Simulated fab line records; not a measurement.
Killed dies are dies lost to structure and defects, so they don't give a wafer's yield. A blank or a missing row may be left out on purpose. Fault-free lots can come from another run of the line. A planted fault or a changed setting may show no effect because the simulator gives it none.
The tool behind it: which one? || flow berkeley cmos170 || 12 lots with 36 wafers sampled at 5 steps, on a route of 331 steps

## WHAT EACH GAUGE READ, for each wafer
UCB170_CONTACT_CD_MEAS_15: the cd target is 700 nm.
{"lot": "L584", "measured": "day 9 01:49", "on": "cd sem-01", "cd nm (nm)": "700.3 699.4 699.2"}
{"lot": "L585", "measured": "day 9 09:06", "on": "cd sem-01", "cd nm (nm)": "700.8 700.2 700.0"}
{"lot": "L586", "measured": "day 9 09:56", "on": "cd sem-01", "cd nm (nm)": "700.9 701.7 700.8"}
{"lot": "L587", "measured": "day 10 02:42", "on": "cd sem-02", "cd nm (nm)": "698.4 699.9 699.3"}
{"lot": "L593", "measured": "day 11 11:36", "on": "cd sem-01", "cd nm (nm)": "697.6 698.8 699.8"}
{"lot": "L596", "measured": "day 12 03:53", "on": "cd sem-02", "cd nm (nm)": "700.6 700.7 700.8"}
{"lot": "L601", "measured": "day 12 09:29", "on": "cd sem-01", "cd nm (nm)": "697.5 698.7 698.5"}
{"lot": "L602", "measured": "day 12 10:11", "on": "cd sem-02", "cd nm (nm)": "700.4 702.9 700.9"}
{"lot": "L600", "measured": "day 12 10:26", "on": "cd sem-01", "cd nm (nm)": "699.4 700.2 699.8"}
{"lot": "L604", "measured": "day 12 13:41", "on": "cd sem-01", "cd nm (nm)": "700.4 701.2 701.3"}
{"lot": "L605", "measured": "day 13 09:32", "on": "cd sem-02", "cd nm (nm)": "699.1 701.6 700.8"}
{"lot": "L606", "measured": "day 13 15:38", "on": "cd sem-01", "cd nm (nm)": "701.4 700.7 702.3"}

UCB170_V1_THK_MEAS_01.
{"lot": "L584", "measured": "day 9 06:12", "on": "film metro-02", "V1_TEOS_THK (nm)": "1957 2025 1985"}
{"lot": "L585", "measured": "day 9 13:01", "on": "film metro-03", "V1_TEOS_THK (nm)": "1946 1968 1998"}
{"lot": "L586", "measured": "day 9 14:17", "on": "film metro-01", "V1_TEOS_THK (nm)": "2007 2000 1995"}
{"lot": "L587", "measured": "day 10 06:35", "on": "film metro-03", "V1_TEOS_THK (nm)": "1998 1951 1978"}
{"lot": "L593", "measured": "day 11 19:11", "on": "film metro-01", "V1_TEOS_THK (nm)": "3131 1971 2021"}
{"lot": "L596", "measured": "day 12 08:59", "on": "film metro-02", "V1_TEOS_THK (nm)": "3135 3187 1980"}
{"lot": "L601", "measured": "day 12 13:43", "on": "film metro-01", "V1_TEOS_THK (nm)": "1971 2041 1990"}
{"lot": "L602", "measured": "day 12 15:26", "on": "film metro-02", "V1_TEOS_THK (nm)": "1946 1940 1981"}
{"lot": "L600", "measured": "day 12 16:46", "on": "film metro-01", "V1_TEOS_THK (nm)": "1995 1951 1991"}
{"lot": "L604", "measured": "day 12 20:42", "on": "film metro-02", "V1_TEOS_THK (nm)": "1966 1943 1986"}
{"lot": "L605", "measured": "day 13 14:32", "on": "film metro-01", "V1_TEOS_THK (nm)": "1957 1959 2031"}
{"lot": "L606", "measured": "day 13 19:52", "on": "film metro-01", "V1_TEOS_THK (nm)": "1979 2034 1960"}

UCB170_V1_BOW_MEAS_03.
{"lot": "L584", "measured": "day 9 06:34", "on": "film metro-03", "V1_BOW (um)": "18 21 20"}
{"lot": "L585", "measured": "day 9 13:23", "on": "film metro-02", "V1_BOW (um)": "16 13 11"}
{"lot": "L586", "measured": "day 9 14:38", "on": "film metro-03", "V1_BOW (um)": "17 33 25"}
{"lot": "L587", "measured": "day 10 06:57", "on": "film metro-01", "V1_BOW (um)": "32 29 7"}
{"lot": "L593", "measured": "day 11 19:33", "on": "film metro-02", "V1_BOW (um)": "13 17 10"}
{"lot": "L596", "measured": "day 12 09:21", "on": "film metro-03", "V1_BOW (um)": "25 17 7"}
{"lot": "L601", "measured": "day 12 14:06", "on": "film metro-02", "V1_BOW (um)": "23 20 26"}
{"lot": "L602", "measured": "day 12 15:49", "on": "film metro-03", "V1_BOW (um)": "20 31 21"}
{"lot": "L600", "measured": "day 12 17:08", "on": "film metro-01", "V1_BOW (um)": "17 16 20"}
{"lot": "L604", "measured": "day 12 21:04", "on": "film metro-02", "V1_BOW (um)": "30 14 24"}
{"lot": "L605", "measured": "day 13 14:54", "on": "film metro-01", "V1_BOW (um)": "12 19 20"}
{"lot": "L606", "measured": "day 13 20:13", "on": "film metro-02", "V1_BOW (um)": "10 14 24"}

UCB170_V2_CD_MEAS_90: the cd target is 700 nm.
{"lot": "L584", "measured": "day 9 13:47", "on": "cd sem-02", "cd nm (nm)": "699.4 701.1 698.3"}
{"lot": "L585", "measured": "day 9 20:42", "on": "cd sem-02", "cd nm (nm)": "700.1 700.1 701.2"}
{"lot": "L586", "measured": "day 9 22:48", "on": "cd sem-01", "cd nm (nm)": "701.5 699.5 699.9"}
{"lot": "L587", "measured": "day 10 17:16", "on": "cd sem-02", "cd nm (nm)": "701.8 696.5 702.9"}
{"lot": "L593", "measured": "day 12 05:23", "on": "cd sem-02", "cd nm (nm)": "702.3 700.0 701.3"}
{"lot": "L596", "measured": "day 12 19:22", "on": "cd sem-01", "cd nm (nm)": "698.7 699.4 701.3"}
{"lot": "L601", "measured": "day 13 00:57", "on": "cd sem-01", "cd nm (nm)": "700.0 701.6 701.1"}
{"lot": "L602", "measured": "day 13 02:07", "on": "cd sem-02", "cd nm (nm)": "700.4 703.0 700.8"}
{"lot": "L600", "measured": "day 13 03:17", "on": "cd sem-02", "cd nm (nm)": "701.1 699.8 702.1"}
{"lot": "L604", "measured": "day 13 07:22", "on": "cd sem-02", "cd nm (nm)": "699.4 699.0 701.8"}
{"lot": "L605", "measured": "day 13 22:29", "on": "cd sem-01", "cd nm (nm)": "699.2 697.6 699.7"}
{"lot": "L606", "measured": "day 14 03:32", "on": "cd sem-01", "cd nm (nm)": "701.1 701.5 699.3"}

## WHICH TOOL RAN EACH LOT (tool, then ch and the chambers of the sampled wafers, then the start)
{"lot": "L584", "UCB170_V1_CVD_00": "pecvd-03 ch 0,1, day 9 06:03"}
{"lot": "L585", "UCB170_V1_CVD_00": "pecvd-02 ch 1,2, day 9 12:47"}
{"lot": "L586", "UCB170_V1_CVD_00": "pecvd-04 ch 1,2, day 9 14:07"}
{"lot": "L587", "UCB170_V1_CVD_00": "pecvd-02 ch 1,2, day 10 06:25"}
{"lot": "L593", "UCB170_V1_CVD_00": "pecvd-03 ch 0,1, day 11 19:02"}
{"lot": "L596", "UCB170_V1_CVD_00": "pecvd-03 ch 0,2, day 12 08:49"}
{"lot": "L601", "UCB170_V1_CVD_00": "pecvd-04 ch 0,1, day 12 13:32"}
{"lot": "L602", "UCB170_V1_CVD_00": "pecvd-02 ch 1,2, day 12 15:16"}
{"lot": "L600", "UCB170_V1_CVD_00": "pecvd-04 ch 0,1, day 12 16:36"}
{"lot": "L604", "UCB170_V1_CVD_00": "pecvd-02 ch 0,1, day 12 20:32"}
{"lot": "L605", "UCB170_V1_CVD_00": "pecvd-04 ch 0,1,2, day 13 14:23"}
{"lot": "L606", "UCB170_V1_CVD_00": "pecvd-04 ch 0,1,2, day 13 19:42"}
- UCB170_V1_CVD_00: deposits SiO2 from TEOS/O2, target thk 2000 nm, time 250 s.

## AS READ BY THE TOOLS THEMSELVES (means over the sampled wafers that have a number; for cases with no such wafer, the mark the record gives instead)
UCB170_V1_CVD_00.
{"lot": "L584", "tool": "pecvd-03", "heater power w (W)": 273}
{"lot": "L585", "tool": "pecvd-02", "heater power w (W)": 316}
{"lot": "L586", "tool": "pecvd-04", "heater power w (W)": 272}
{"lot": "L587", "tool": "pecvd-02", "heater power w (W)": 298}
{"lot": "L593", "tool": "pecvd-03", "heater power w (W)": 265}
{"lot": "L596", "tool": "pecvd-03", "heater power w (W)": 211}
{"lot": "L601", "tool": "pecvd-04", "heater power w (W)": 249}
{"lot": "L602", "tool": "pecvd-02", "heater power w (W)": 294}
{"lot": "L600", "tool": "pecvd-04", "heater power w (W)": 286}
{"lot": "L604", "tool": "pecvd-02", "heater power w (W)": 316}
{"lot": "L605", "tool": "pecvd-04", "heater power w (W)": 309}
{"lot": "L606", "tool": "pecvd-04", "heater power w (W)": 308}

## THE ANSWER, worked out from the rows above alone
Rule: usual is defined by the lots themselves. Put in order of their means at a reading, lots are off if they are a third of the lots or fewer, leave a main group of 4 or more, and stand apart from it by a gap of 3 or more times the standard deviation of the main group's means; of several such gaps the widest counts. A main group whose means are all the same, to the digits that the tables above print for the reading, isn't used. Also off: a lot with no number at a reading for which 4 or more lots have one. All remaining lots with rows at the step are treated as sound. Order of review: gauges by route order, followed by the tools' own readings, for which a lot's mean as printed above is used. The first step at which some lot is off is used, and at that step the reading that is off furthest; a lot without a number counts as furthest.
Off: at UCB170_V1_THK_MEAS_01 (V1_TEOS_THK), L593, L596. The main group: mean 1981 nm, standard deviation 14.
A tool fits if, at a process step before that reading, it ran every lot that is off, and no sound lot after the first of them. The gauges at UCB170_V1_THK_MEAS_01 are tried like those tools. One fits: pecvd-03 at UCB170_V1_CVD_00. A fault onset in the window from L584 (day 9 06:03, its last sound lot) to L593 (day 11 19:02, its first lot off) fits.

## WHAT WAS PUT IN BY THE SIMULATOR
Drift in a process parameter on pecvd-03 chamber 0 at UCB170_V1_CVD_00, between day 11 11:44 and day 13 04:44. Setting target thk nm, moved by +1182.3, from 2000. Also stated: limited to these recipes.
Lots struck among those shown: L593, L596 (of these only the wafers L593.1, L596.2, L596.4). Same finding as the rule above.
